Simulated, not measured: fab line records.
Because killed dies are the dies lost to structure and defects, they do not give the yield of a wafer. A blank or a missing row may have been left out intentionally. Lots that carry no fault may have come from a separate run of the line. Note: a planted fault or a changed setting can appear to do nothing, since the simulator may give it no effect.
Comparing a struck lot with a sound one || flow ritCmos || 18 out of 202 route steps
Sound: these wafers, L419.1, L419.2, L419.4. Struck: wafers L427.1, L427.3. (L427.2 of the same lot was not struck and is left out.) The cause comes at the end.
Each step with rows lists, per side, the tool, then ch with its chambers, then its first start. Under that, the readings that differ: sound wafers || struck wafers || difference of the means || sigmas: that difference in standard deviations of wafers without a fault.
alike: a reading whose means differ by less than 2 such deviations, as well as words and numbers matching on both sides. not compared: withheld readings; readings where some wafer has no value; bounds like >300 that might hide an equal value; numbers whose values overlap and for which the record gives no deviation.
The two part at a step that has a row with sigmas, a row that says differs or no value, or rows on one side only. Non-overlapping numbers with no deviation appear without sigmas and do not part them. Lack of a reading on every wafer of one side parts them only where that side has two or more wafers.

RIT_M1_SPUTTER_00: material Al, target thk 400 nm, time 500 s.
  struck on pvdSputter-03, day 7 03:34; sound on pvdSputter-03, day 5 13:38
  alike: cathodeDcPowerW, throttleValvePct
RIT_M1_RS_MEAS_01: the measuring method here is four-point-probe.
  struck on filmMetro-03, day 7 03:51; sound on filmMetro-02, day 5 13:55
  alike: M1_AL_RS
RIT_M1_THK_MEAS_02: measures by xrf.
  struck on filmMetro-03, day 7 03:58; sound on filmMetro-02, day 5 14:02
  alike: M1_AL_THK
then, 6 steps without rows for these wafers: RIT_M1_HMDS_03 (prime time 60 s); RIT_M1_COAT_04 (resist thk 1300 nm); RIT_M1_SOFTBAKE_05 (time 60 s); RIT_M1_EXPOSE_06 (exposes mask M12, target cd 2600 nm); RIT_M1_PEB_07; RIT_M1_DEVELOP_08 (develop time 68 s).
RIT_M1_CD_MEAS_09: target cd 2600 nm.
  struck on cdSem-01, day 7 05:02; sound on cdSem-02, day 5 15:08
  alike: cdNm
RIT_M1_OVL_MEAS_10:
  struck on overlay-02, day 7 05:10; sound on overlay-01, day 5 15:15
  alike: M1_OVL
then, 1 step without rows for these wafers: RIT_M1_HARDBAKE_11 (time 120 s).
RIT_M1_METAL_ETCH_12: etches Al in Cl2/BCl3, stops on SiO2, time 165 s, target depth 600 nm.
  sound on rieMetal-01 ch 0,1, day 5 15:32; struck on rieMetal-01 ch 1, day 7 05:27
{"reading": "oesProductAu (a.u.)", "sound": "0.764 0.762 0.763", "struck": "0.704 0.710", "difference": -0.056, "sigmas": -4}
{"reading": "model.NOVOLAK_of_M1_COAT_04.thkNm (nm)", "sound": "815.3 810.5 815.3", "struck": "949.7 948.7", "difference": "+135.5", "sigmas": ""}
{"reading": "model.M1.featureDepthNm (nm)", "sound": "427.8 427.1 422.7", "struck": "340.7 340.6", "difference": -85.2, "sigmas": ""}
{"reading": "model.etch.depthNm (nm)", "sound": "395.7 393.7 390.8", "struck": "340.7 340.6", "difference": -52.8, "sigmas": ""}
  alike: drypumpMotorCurrentA, mfcCl2Sccm, throttleValvePct
  not compared: rfHoursCounterH
then, 1 step without rows for these wafers: RIT_M1_STRIP_13 (strips in nmp, time 600 s).
RIT_M1_STRIP_14: strips in O2, time 180 s.
  sound on plasmaAsher-03 ch 0,1, day 5 15:52; struck on plasmaAsher-04 ch 0,1, day 7 05:47
  alike: drypumpMotorCurrentA
  not compared: rfHoursCounterH
RIT_M1_CD_MEAS_90: target cd 2600 nm.
  struck on cdSem-01, day 7 05:58; sound on cdSem-01, day 5 16:03
{"reading": "cdNm (nm)", "sound": "2600 2600 2601", "struck": "2611 2609", "difference": "+10", "sigmas": "+2"}
then, 1 step without rows for these wafers: RIT_M1_ANNEAL_15 (time 1800 s).
RIT_M1_PROBE_99:
  struck on prober-02, day 7 07:42; sound on prober-02, day 5 17:47
{"reading": "defectLimitedYield (%)", "sound": "96.6 99.2 96.6", "struck": "0 0", "difference": -97, "sigmas": -89}
{"reading": "killed_at_M0_to_M3", "sound": "0 0 0", "struck": "252 258", "difference": "+255", "sigmas": "+99 or more"}
{"reading": "killedDies", "sound": "9 2 9", "struck": "264 264", "difference": "+257", "sigmas": "+86"}
{"reading": "killedOnRim", "sound": "2 0 3", "struck": "70 70", "difference": "+68", "sigmas": "+46"}
{"reading": "sort_bin_5_function (%)", "sound": "2.3 0.4 1.5", "struck": "97.3 99.2", "difference": "+96.8", "sigmas": "+99 or more"}
{"reading": "sortNPass", "sound": "255 262 255", "struck": "0 0", "difference": -257, "sigmas": -86}
{"reading": "sortYieldPct (%)", "sound": "96.6 99.2 96.6", "struck": "0 0", "difference": -97, "sigmas": -89}
{"reading": "model.etest.tester.sortNPass", "sound": "255 262 255", "struck": "0 0", "difference": -257, "sigmas": ""}
{"reading": "model.etest.tester.sort_bin_5_pct (%)", "sound": "2.273 0.3788 1.515", "struck": "97.35 99.24", "difference": "+96.91", "sigmas": ""}
{"reading": "model.etest.tester.sortYieldPct (%)", "sound": "96.59 99.24 96.59", "struck": "0 0", "difference": -97, "sigmas": ""}
{"reading": "model.etest.nmosNarrow.short", "sound": "0 0 0", "struck": "1 1", "difference": "+1", "sigmas": ""}
{"reading": "model.etest.contactPpoly.short", "sound": "0 0 0", "struck": "1 1", "difference": "+1", "sigmas": ""}
{"reading": "model.etest.antennaPoly.overLimit", "sound": "0 0 0", "struck": "1 1", "difference": "+1", "sigmas": ""}
{"reading": "model.etest.contactToGate.short", "sound": "0 0 0", "struck": "1 1", "difference": "+1", "sigmas": ""}
{"reading": "model.etest.retroEdgePmos.overLimit", "sound": "0 0 0", "struck": "1 1", "difference": "+1", "sigmas": ""}
  alike: killedAtContacts, killedAtFrontEnd, killedOpen, killedShort, sort_bin_3_pad_short, sort_bin_6_memory

== WHERE THEY PART ==
First at RIT_M1_METAL_ETCH_12; last, within this record, at RIT_M1_PROBE_99.

WHY: whatever the simulator had introduced
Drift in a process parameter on rieMetal-01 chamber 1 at RIT_M1_METAL_ETCH_12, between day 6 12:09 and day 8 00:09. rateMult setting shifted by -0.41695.
